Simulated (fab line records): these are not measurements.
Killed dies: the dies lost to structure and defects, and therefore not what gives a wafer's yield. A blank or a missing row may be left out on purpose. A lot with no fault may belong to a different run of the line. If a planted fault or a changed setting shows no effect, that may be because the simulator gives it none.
fab line records	flow berkeleyCmos170	part 1 of 2: steps 1 to 32 of 41
[record] lots = 5	wafers = 15	lastDay = 11
route steps=331 shown CONTACT@217 M1@238 V1@254
lots untouched by any fault: they come from a run of this same line in which no faults occurred
startH: start of the lot's first displayed wafer, in hours after the record's first day	waitH: hours from the lot's prior step to this one	" unchanged from the row above	L1.1+2: a row that stands for several wafers	- no value present, or no start provided	* or withheld: withheld	< > ~ a bound
route shown NAME@n: NAME is a module with steps in the file, n the number in the route of the first one	usual: the fault-free wafers' mean and standard deviation	same: alike in all rows	chamber/n: place in a boat	sites: per-site readings	_std_site: standard deviation across them	_edge_site: mean of outer sites minus mean of inner sites	radiusMm: for every site, how far away it sits from the centre of the wafer	mask NAME#n: copy n	behind: the tool/chamber that last shaped the wafer	hold: why the lot was held/for how many hours/how that ended	device: the n, p or np transistor that did not switch	end of line: the same wafers' tests at the end of the route	where a step has no rows: the recipe by itself	killed: at the first sort, the dies lost to defects and structure; wafer yield is something else	map: shows each die of a wafer: x if killed, . if not, _ if none is there
set.NAME: the setting the step ran with; set.NAME@STEP: the setting that earlier step ran with	model.NAME: the simulator's own value behind a step, which no gauge read
certain route steps with their lots: each step a table, each wafer a row
services: when a tool's chamber went out of use (startH, in hours from the record's first day, below 0 if earlier), for how many hours, and the reason
[[steps]]
[step UCB170_CONTACT_CVD_01]
[recipe] material = PSG	targetThkNm = 700	tempC = 450	precursor = SiH4/O2/PH3	timeS = 2820	pressureMtorr = 300	sih4FlowSccm = 60	o2FlowSccm = 90	ph3FlowSccm = 25
[usual] spikeTcCentreC = 452.3/1.3
lot.wafer	tool	chamber	startH	waitH	spikeTcCentreC
L079.4	lpcvd-02	0	176.13	1.3	451.4
L079.5	"	0	"	"	451.9
L079.6	"	0	"	"	452.8
L082.3	lpcvd-02	0	188.29	1.3	449.6
L082.5	"	0	"	"	453.1
L082.6	"	0	"	"	451.9
L085.1	lpcvd-01	1	213.35	0.0	452.1
L085.5	"	1	"	"	449.6
L085.6	"	1	"	"	450.0
L089.1	lpcvd-02	1	214.96	1.2	454.9
L089.3	"	1	"	"	453.2
L089.6	"	1	"	"	451.7
L094.1	lpcvd-02	0	241.74	0.0	453.9
L094.3	"	0	"	"	451.6
L094.6	"	0	"	"	452.2
[step UCB170_CONTACT_THK_MEAS_02]
[recipe] reads = PSG_of_CONTACT_CVD_01
[usual] CONTACT_PSG_THK = 700/6.3
lot.wafer	tool	chamber	startH	waitH	CONTACT_PSG_THK[nm]
L079.4	filmMetro-01	-	177.94	0.0	695
L079.5	"	-	"	"	698
L079.6	"	-	"	"	698
L082.3	filmMetro-04	-	190.10	0.0	689
L082.5	"	-	"	"	694
L082.6	"	-	"	"	696
L085.1	filmMetro-02	-	215.13	0.0	697
L085.5	"	-	"	"	706
L085.6	"	-	"	"	701
L089.1	filmMetro-02	-	216.74	0.0	696
L089.3	"	-	"	"	701
L089.6	"	-	"	"	697
L094.1	filmMetro-04	-	243.53	0.0	707
L094.3	"	-	"	"	710
L094.6	"	-	"	"	707
[step UCB170_CONTACT_HMDS_03]
[recipe] primeTimeS = 60	primeTempC = 100
lot.wafer	tool	chamber	startH	waitH
L079.4+5+6	lithoTrack-01	0	178.74	0.8
L082.3+5+6	lithoTrack-03	0	190.19	0.1
L085.1+5+6	lithoTrack-01	0	215.47	0.3
L089.1+3+6	lithoTrack-04	0	217.28	0.5
L094.1+3+6	lithoTrack-01	0	243.74	0.2
[step UCB170_CONTACT_COAT_04]
[recipe] resist = KrF	spinRpm = 1500	resistThkNm = 900
lot.wafer	tool	chamber	startH	waitH
L079.4+5+6	lithoTrack-01	0	178.89	0.1
L082.3+5+6	lithoTrack-03	0	190.34	0.1
L085.1+5+6	lithoTrack-01	0	215.62	0.1
L089.1+3+6	lithoTrack-04	0	217.43	0.1
L094.1+3+6	lithoTrack-01	0	243.89	0.1
[step UCB170_CONTACT_SOFTBAKE_05]
[recipe] resist = KrF	tempC = 130	timeS = 60
lot.wafer	tool	chamber	startH	waitH
L079.4+5+6	lithoTrack-01	0	179.04	0.1
L082.3+5+6	lithoTrack-03	0	190.49	0.1
L085.1+5+6	lithoTrack-01	0	215.77	0.1
L089.1+3+6	lithoTrack-04	0	217.58	0.1
L094.1+3+6	lithoTrack-01	0	244.04	0.1
[step UCB170_CONTACT_STRIP_06]
[recipe] chemistry = O2	powerW = 400	pressureMtorr = 3500	platenTempC = withheld	o2FlowSccm = 400	overashFraction = 0.5
[usual] drypumpMotorCurrentA = 5.9/0.37	oesProductAu = 0.735/0.0045	stripTimeToEndpointS = 21.97/0.073
lot.wafer	tool	chamber	startH	waitH	drypumpMotorCurrentA	oesProductAu	rfHoursCounterH	stripTimeToEndpointS
L079.4	plasmaAsher-04	1	179.15	0.1	5.3	0.732	-	21.97
L079.5	"	1	"	"	5.2	0.741	-	21.95
L079.6	"	0	"	"	6.2	0.742	-	21.88
L082.3	plasmaAsher-03	1	190.62	0.1	6.3	0.737	-	21.96
L082.5	"	1	"	"	6.3	0.737	-	21.98
L082.6	"	0	"	"	6.1	0.738	-	22.00
L085.1	plasmaAsher-03	0	215.92	0.1	6.1	0.735	12	21.97
L085.5	"	0	"	"	6.1	0.736	-	22.00
L085.6	"	1	"	"	6.3	0.726	-	21.96
L089.1	plasmaAsher-02	0	217.73	0.1	5.5	0.732	41	21.94
L089.3	"	0	"	"	5.5	0.731	-	21.99
L089.6	"	0	"	"	5.5	0.731	-	21.95
L094.1	plasmaAsher-04	0	244.19	0.1	6.2	0.738	58	21.91
L094.3	"	1	"	"	5.2	0.739	-	21.86
L094.6	"	1	"	"	5.3	0.731	-	21.93
[step UCB170_CONTACT_CLEAN_07]
[recipe] chemistry = SPM	tempC = 120	timeS = 600
lot.wafer	tool	chamber	startH	waitH
L079.4+5+6	wetBench-01	1	180.21	1.0
L082.3+5+6	wetBench-02	0	190.86	0.2
L085.1+5+6	wetBench-04	1	216.02	0.1
L089.1+3+6	wetBench-02	2	217.84	0.1
L094.1+3+6	wetBench-02	0	244.29	0.1
[step UCB170_CONTACT_RTA_08]
[recipe] tempC = 900	timeS = 10	ambient = N2
[usual] lampPowerPct = 25/3.8	wafer_temp_C_max = 905.4/1.5
lot.wafer	tool	chamber	startH	waitH	lampPowerPct	wafer_temp_C_max
L079.4	rtpAnneal-01	0	180.42	0.0	21	905.6
L079.5	"	0	"	"	21	905.9
L079.6	"	0	"	"	21	905.8
L082.3	rtpAnneal-02	0	191.07	0.0	29	904.1
L082.5	"	0	"	"	29	903.9
L082.6	"	0	"	"	29	903.5
L085.1	rtpAnneal-02	0	216.19	0.0	29	904.2
L085.5	"	0	"	"	29	903.3
L085.6	"	0	"	"	29	903.8
L089.1	rtpAnneal-01	0	218.03	0.0	21	905.1
L089.3	"	0	"	"	21	905.2
L089.6	"	0	"	"	21	905.4
L094.1	rtpAnneal-01	0	244.47	0.0	21	905.1
L094.3	"	0	"	"	21	908.8
L094.6	"	0	"	"	21	906.9
[step UCB170_CONTACT_COAT_09]
[recipe] resist = BARC	tempC = withheld	timeS = withheld	spinRpm = 3000	resistThkNm = withheld
lot.wafer	tool	chamber	startH	waitH
L079.4+5+6	lithoTrack-04	0	180.71	0.3
L082.3+5+6	lithoTrack-04	0	191.17	0.1
L085.1+5+6	lithoTrack-01	0	216.37	0.2
L089.1+3+6	lithoTrack-03	0	218.35	0.3
L094.1+3+6	lithoTrack-01	0	244.53	0.1
[step UCB170_CONTACT_COAT_10]
[recipe] resist = KrF	spinRpm = 1500	resistThkNm = 900
lot.wafer	tool	chamber	startH	waitH
L079.4+5+6	lithoTrack-04	0	-	-
L082.3+5+6	lithoTrack-04	0	-	-
L085.1+5+6	lithoTrack-01	0	-	-
L089.1+3+6	lithoTrack-03	0	-	-
L094.1+3+6	lithoTrack-01	0	-	-
[step UCB170_CONTACT_SOFTBAKE_11]
[recipe] resist = KrF	tempC = 130	timeS = 60
lot.wafer	tool	chamber	startH	waitH
L079.4+5+6	lithoTrack-04	0	-	-
L082.3+5+6	lithoTrack-04	0	-	-
L085.1+5+6	lithoTrack-01	0	-	-
L089.1+3+6	lithoTrack-03	0	-	-
L094.1+3+6	lithoTrack-01	0	-	-
[step UCB170_CONTACT_EXPOSE_12]
[recipe] maskId = CONT	targetCdNm = 700	na = 0.5	sigmaOuter = 0.6	sourceShape = conventional	doseMj = 35
lot.wafer	tool	chamber	startH	waitH	mask
L079.4+5+6	krfScanner-02	0	-	-	CONT#0
L082.3+5+6	krfScanner-01	0	191.83	-	CONT#0
L085.1+5+6	krfScanner-01	0	216.97	-	CONT#0
L089.1+3+6	krfScanner-01	0	218.96	-	CONT#0
L094.1+3+6	krfScanner-02	0	244.98	-	CONT#0
[step UCB170_CONTACT_PEB_13]
[recipe] pebTempC = 130	pebTimeS = withheld	resist = KrF
lot.wafer	tool	chamber	startH	waitH
L079.4+5+6	lithoTrack-04	0	-	-
L082.3+5+6	lithoTrack-04	0	192.64	0.8
L085.1+5+6	lithoTrack-03	0	217.56	0.6
L089.1+3+6	lithoTrack-03	0	219.80	0.8
L094.1+3+6	lithoTrack-03	0	245.31	0.3
[step UCB170_CONTACT_DEVELOP_14]
[recipe] developer = TMAH	developTimeS = 45	resist = KrF	devTempC = 21
lot.wafer	tool	chamber	startH	waitH
L079.4+5+6	lithoTrack-04	0	-	-
L082.3+5+6	lithoTrack-04	0	-	-
L085.1+5+6	lithoTrack-03	0	-	-
L089.1+3+6	lithoTrack-03	0	-	-
L094.1+3+6	lithoTrack-03	0	-	-
[step UCB170_CONTACT_CD_MEAS_15]
[recipe] targetCdNm = 700
[usual] cdNm = 699.8/1.1
lot.wafer	tool	chamber	startH	waitH	cdNm
L079.4	cdSem-02	-	182.69	-	700.6
L079.5	"	-	"	"	700.2
L079.6	"	-	"	"	697.8
L082.3	cdSem-02	-	192.90	-	697.9
L082.5	"	-	"	"	698.3
L082.6	"	-	"	"	697.6
L085.1	cdSem-01	-	217.87	-	698.6
L085.5	"	-	"	"	697.9
L085.6	"	-	"	"	698.8
L089.1	cdSem-02	-	220.08	-	700.0
L089.3	"	-	"	"	700.0
L089.6	"	-	"	"	699.7
L094.1	cdSem-02	-	245.59	-	700.1
L094.3	"	-	"	"	699.5
L094.6	"	-	"	"	700.5
[step UCB170_CONTACT_OVL_MEAS_16]
[usual] CONTACT_OVL = 1/5.9
lot.wafer	tool	chamber	startH	waitH	CONTACT_OVL[nm]
L079.4	overlay-01	-	182.77	0.1	9
L079.5	"	-	"	"	-3
L079.6	"	-	"	"	7
L082.3	overlay-01	-	192.99	0.1	-2
L082.5	"	-	"	"	-2
L082.6	"	-	"	"	6
L085.1	overlay-02	-	217.99	0.1	1
L085.5	"	-	"	"	7
L085.6	"	-	"	"	7
L089.1	overlay-02	-	220.20	0.1	-7
L089.3	"	-	"	"	-11
L089.6	"	-	"	"	-4
L094.1	overlay-02	-	245.71	0.1	1
L094.3	"	-	"	"	4
L094.6	"	-	"	"	3
[step UCB170_CONTACT_ETCH_17]
[recipe] chemistry = N2/H2	targetDepthA = withheld	overetchA = withheld	target = BARC	timeS = withheld	sourceW = 500	biasW = 100	pressureMtorr = 30	n2FlowSccm = 100	h2FlowSccm = 200
[usual] drypumpMotorCurrentA = 5.7/0.5	oesProductAu = 0.992/0.024	throttleValvePct = 13.26/0.12
lot.wafer	tool	chamber	startH	waitH	drypumpMotorCurrentA	oesProductAu	throttleValvePct
L079.4	rieDiel-04	3	182.79	0.0	5.2	1.040	13.13
L079.5	"	3	"	"	5.2	1.042	13.12
L079.6	"	0	"	"	5.9	1.006	13.50
L082.3	rieDiel-04	0	193.02	0.0	5.8	1.003	13.50
L082.5	"	3	"	"	5.2	1.029	13.12
L082.6	"	2	"	"	5.5	0.972	13.19
L085.1	rieDiel-04	3	218.03	0.0	5.2	1.047	13.12
L085.5	"	2	"	"	5.6	0.974	13.19
L085.6	"	1	"	"	6.0	1.016	13.08
L089.1	rieDiel-01	0	220.23	0.0	4.7	0.994	13.40
L089.3	"	3	"	"	5.6	0.969	13.12
L089.6	"	3	"	"	5.5	0.966	13.10
L094.1	rieDiel-01	0	245.74	0.0	4.7	0.986	13.40
L094.3	"	1	"	"	6.1	0.959	13.34
L094.6	"	0	"	"	4.7	0.994	13.41
[step UCB170_CONTACT_ETCH_18]
[recipe] chemistry = CHF3/CF4/Ar	target = PSG	stopOn = TiSi2	CHF3_flow_sccm = 45	cf4FlowSccm = 15	Ar_flow_sccm = 150	pressureMtorr = 200	rfW = 700	targetDepthA = 8400	overEtchFrac = 0.2	timeS = 195
[usual] drypumpMotorCurrentA = 5.7/0.5	oesProductAu = 0.890/0.014	throttleValvePct = 6.91/0.091
lot.wafer	tool	chamber	startH	waitH	drypumpMotorCurrentA	oesProductAu	rfHoursCounterH	throttleValvePct
L079.4	rieDiel-04	3	-	-	5.2	0.906	50	6.87
L079.5	"	3	"	"	5.2	0.901	-	6.88
L079.6	"	0	"	"	5.9	0.892	-	7.13
L082.3	rieDiel-04	0	-	-	5.9	0.886	31	7.12
L082.5	"	3	"	"	5.2	0.893	-	6.85
L082.6	"	2	"	"	5.5	0.892	-	6.80
L085.1	rieDiel-04	3	-	-	5.2	0.909	53	6.85
L085.5	"	2	"	"	5.5	0.904	-	6.79
L085.6	"	1	"	"	6.0	0.909	-	6.79
L089.1	rieDiel-01	0	-	-	4.7	0.889	7	7.04
L089.3	"	3	"	"	5.5	0.871	20	6.82
L089.6	"	3	"	"	5.5	0.876	-	6.82
L094.1	rieDiel-01	0	-	-	4.7	0.896	9	7.03
L094.3	"	1	"	"	6.1	0.879	102	6.94
L094.6	"	0	"	"	4.8	0.891	-	7.03
[step UCB170_CONTACT_STRIP_19]
[recipe] chemistry = O2	powerW = 400	pressureMtorr = 3500	platenTempC = withheld	o2FlowSccm = 400	overashFraction = 0.5
[usual] drypumpMotorCurrentA = 5.8/0.41	oesProductAu = 0.725/0.0046
lot.wafer	tool	chamber	startH	waitH	drypumpMotorCurrentA	oesProductAu	rfHoursCounterH
L079.4	plasmaAsher-02	1	182.99	-	6.1	0.721	-
L079.5	"	1	"	"	6.2	0.730	-
L079.6	"	0	"	"	5.5	0.729	-
L082.3	plasmaAsher-04	0	193.22	-	6.2	0.728	-
L082.5	"	1	"	"	5.2	0.730	-
L082.6	"	0	"	"	6.2	0.719	-
L085.1	plasmaAsher-02	1	218.19	-	6.2	0.723	41
L085.5	"	1	"	"	6.2	0.722	-
L085.6	"	0	"	"	5.5	0.732	-
L089.1	plasmaAsher-02	1	220.40	-	6.2	0.721	42
L089.3	"	0	"	"	5.5	0.727	-
L089.6	"	0	"	"	5.5	0.713	-
L094.1	plasmaAsher-02	0	245.91	-	5.5	0.721	45
L094.3	"	0	"	"	5.5	0.724	-
L094.6	"	0	"	"	5.5	0.730	-
[step UCB170_CONTACT_CD_MEAS_90]
[recipe] targetCdNm = 700
[usual] cdNm = 699.6/1.5
lot.wafer	tool	chamber	startH	waitH	cdNm
L079.4	cdSem-02	-	183.11	0.1	701.2
L079.5	"	-	"	"	701.5
L079.6	"	-	"	"	698.5
L082.3	cdSem-01	-	193.32	0.1	698.2
L082.5	"	-	"	"	698.8
L082.6	"	-	"	"	695.9
L085.1	cdSem-01	-	218.29	0.1	699.2
L085.5	"	-	"	"	696.5
L085.6	"	-	"	"	699.3
L089.1	cdSem-01	-	220.56	0.1	698.3
L089.3	"	-	"	"	698.8
L089.6	"	-	"	"	698.7
L094.1	cdSem-02	-	246.01	0.1	700.5
L094.3	"	-	"	"	699.1
L094.6	"	-	"	"	700.3
[step UCB170_CONTACT_CLEAN_20]
[recipe] chemistry = SPM	tempC = 120	timeS = 600
lot.wafer	tool	chamber	startH	waitH
L079.4+5+6	wetBench-02	3	183.17	0.0
L082.3+5+6	wetBench-01	2	193.40	0.1
L085.1+5+6	wetBench-02	2	218.41	0.1
L089.1+3+6	wetBench-04	1	220.68	0.1
L094.1+3+6	wetBench-02	2	246.13	0.1
[step UCB170_M1_SPUTTER_00]
[recipe] material = Al	targetThkNm = 600	timeS = 80	powerW = 6000	chamberPressurePa = 0.5
[usual] throttleValvePct = 29.9/0.64
lot.wafer	tool	chamber	startH	waitH	throttleValvePct
L079.4	pvdSputter-04	-	183.38	0.0	29.8
L079.5	"	-	"	"	29.6
L079.6	"	-	"	"	30.1
L082.3	pvdSputter-02	-	193.58	0.0	30.7
L082.5	"	-	"	"	29.9
L082.6	"	-	"	"	29.0
L085.1	pvdSputter-02	-	218.60	0.0	29.8
L085.5	"	-	"	"	29.7
L085.6	"	-	"	"	30.8
L089.1	pvdSputter-02	-	220.88	0.0	29.6
L089.3	"	-	"	"	30.7
L089.6	"	-	"	"	30.7
L094.1	pvdSputter-03	-	246.30	0.0	29.6
L094.3	"	-	"	"	29.3
L094.6	"	-	"	"	29.3
[step UCB170_M1_RS_MEAS_01]
[recipe] thkMeasGauge = four-point-probe	reads = Al_of_M1_SPUTTER_00
[usual] M1_AL_RS = 0.0484/0.00051
lot.wafer	tool	chamber	startH	waitH	M1_AL_RS[ohm/sq]
L079.4	filmMetro-03	-	183.50	0.1	0.0490
L079.5	"	-	"	"	0.0488
L079.6	"	-	"	"	0.0491
L082.3	filmMetro-04	-	193.68	0.1	0.0474
L082.5	"	-	"	"	0.0481
L082.6	"	-	"	"	0.0477
L085.1	filmMetro-04	-	218.67	0.0	0.0489
L085.5	"	-	"	"	0.0488
L085.6	"	-	"	"	0.0485
L089.1	filmMetro-04	-	220.94	0.0	0.0484
L089.3	"	-	"	"	0.0482
L089.6	"	-	"	"	0.0484
L094.1	filmMetro-03	-	246.37	0.0	0.0478
L094.3	"	-	"	"	0.0481
L094.6	"	-	"	"	0.0483
[step UCB170_M1_THK_MEAS_02]
[recipe] thkMeasGauge = xrf	reads = Al_of_M1_SPUTTER_00
[usual] M1_AL_THK = 598/6.7
lot.wafer	tool	chamber	startH	waitH	M1_AL_THK[nm]
L079.4	filmMetro-03	-	183.59	0.1	597
L079.5	"	-	"	"	601
L079.6	"	-	"	"	594
L082.3	filmMetro-04	-	193.78	0.1	615
L082.5	"	-	"	"	600
L082.6	"	-	"	"	611
L085.1	filmMetro-04	-	218.79	0.1	595
L085.5	"	-	"	"	590
L085.6	"	-	"	"	595
L089.1	filmMetro-04	-	221.06	0.1	597
L089.3	"	-	"	"	597
L089.6	"	-	"	"	600
L094.1	filmMetro-03	-	246.49	0.1	608
L094.3	"	-	"	"	605
L094.6	"	-	"	"	602
[step UCB170_M1_COAT_03]
[recipe] resist = BARC	tempC = withheld	timeS = withheld	spinRpm = 3000	resistThkNm = withheld
lot.wafer	tool	chamber	startH	waitH
L079.4+5+6	lithoTrack-01	0	184.33	0.7
L082.3+5+6	lithoTrack-01	0	194.05	0.3
L085.1+5+6	lithoTrack-02	0	219.55	0.8
L089.1+3+6	lithoTrack-02	0	221.12	0.1
L094.1+3+6	lithoTrack-02	0	246.55	0.1
[step UCB170_M1_COAT_04]
[recipe] resist = KrF	spinRpm = 1500	resistThkNm = 900
lot.wafer	tool	chamber	startH	waitH
L079.4+5+6	lithoTrack-01	0	-	-
L082.3+5+6	lithoTrack-01	0	-	-
L085.1+5+6	lithoTrack-02	0	-	-
L089.1+3+6	lithoTrack-02	0	-	-
L094.1+3+6	lithoTrack-02	0	-	-
[step UCB170_M1_SOFTBAKE_05]
[recipe] resist = KrF	tempC = 130	timeS = 60
lot.wafer	tool	chamber	startH	waitH
L079.4+5+6	lithoTrack-01	0	-	-
L082.3+5+6	lithoTrack-01	0	-	-
L085.1+5+6	lithoTrack-02	0	-	-
L089.1+3+6	lithoTrack-02	0	-	-
L094.1+3+6	lithoTrack-02	0	-	-
[step UCB170_M1_EXPOSE_06]
[recipe] maskId = METAL1	targetCdNm = 700	na = 0.5	sigmaOuter = 0.6	sourceShape = conventional	doseMj = 21
lot.wafer	tool	chamber	startH	waitH	mask
L079.4+5+6	krfScanner-02	0	184.86	-	METAL1#0
L082.3+5+6	krfScanner-01	0	194.62	-	METAL1#0
L085.1+5+6	krfScanner-01	0	220.15	-	METAL1#0
L089.1+3+6	krfScanner-02	0	221.81	-	METAL1#0
L094.1+3+6	krfScanner-02	0	247.00	-	METAL1#0
[step UCB170_M1_PEB_07]
[recipe] pebTempC = 130	pebTimeS = withheld	resist = KrF
lot.wafer	tool	chamber	startH	waitH
L079.4+5+6	lithoTrack-01	0	185.33	0.4
L082.3+5+6	lithoTrack-01	0	195.23	0.6
L085.1+5+6	lithoTrack-02	0	220.73	0.6
L089.1+3+6	lithoTrack-04	0	221.93	0.1
L094.1+3+6	lithoTrack-04	0	247.11	0.1
[step UCB170_M1_DEVELOP_08]
[recipe] developer = TMAH	developTimeS = 45	resist = KrF	devTempC = 21
lot.wafer	tool	chamber	startH	waitH
L079.4+5+6	lithoTrack-01	0	-	-
L082.3+5+6	lithoTrack-01	0	-	-
L085.1+5+6	lithoTrack-02	0	-	-
L089.1+3+6	lithoTrack-04	0	-	-
L094.1+3+6	lithoTrack-04	0	-	-
[step UCB170_M1_CD_MEAS_09]
[recipe] targetCdNm = 700
[usual] cdNm = 699.9/1.3
lot.wafer	tool	chamber	startH	waitH	cdNm
L079.4	cdSem-02	-	185.59	-	696.7
L079.5	"	-	"	"	697.8
L079.6	"	-	"	"	699.1
L082.3	cdSem-01	-	195.49	-	701.0
L082.5	"	-	"	"	700.5
L082.6	"	-	"	"	702.0
L085.1	cdSem-02	-	221.00	-	700.8
L085.5	"	-	"	"	700.3
L085.6	"	-	"	"	699.2
L089.1	cdSem-02	-	222.20	-	702.6
L089.3	"	-	"	"	702.4
L089.6	"	-	"	"	701.0
L094.1	cdSem-02	-	247.39	-	699.3
L094.3	"	-	"	"	698.2
L094.6	"	-	"	"	699.1
[step UCB170_M1_OVL_MEAS_10]
[usual] M1_OVL = -1/5.8
lot.wafer	tool	chamber	startH	waitH	M1_OVL[nm]
L079.4	overlay-02	-	185.66	0.1	-3
L079.5	"	-	"	"	-1
L079.6	"	-	"	"	0
L082.3	overlay-01	-	195.58	0.1	-2
L082.5	"	-	"	"	-9
L082.6	"	-	"	"	5
L085.1	overlay-02	-	221.12	0.1	-7
L085.5	"	-	"	"	-1
L085.6	"	-	"	"	15
L089.1	overlay-02	-	222.32	0.1	-4
L089.3	"	-	"	"	-10
L089.6	"	-	"	"	-1
L094.1	overlay-01	-	247.51	0.1	-6
L094.3	"	-	"	"	-3
L094.6	"	-	"	"	6
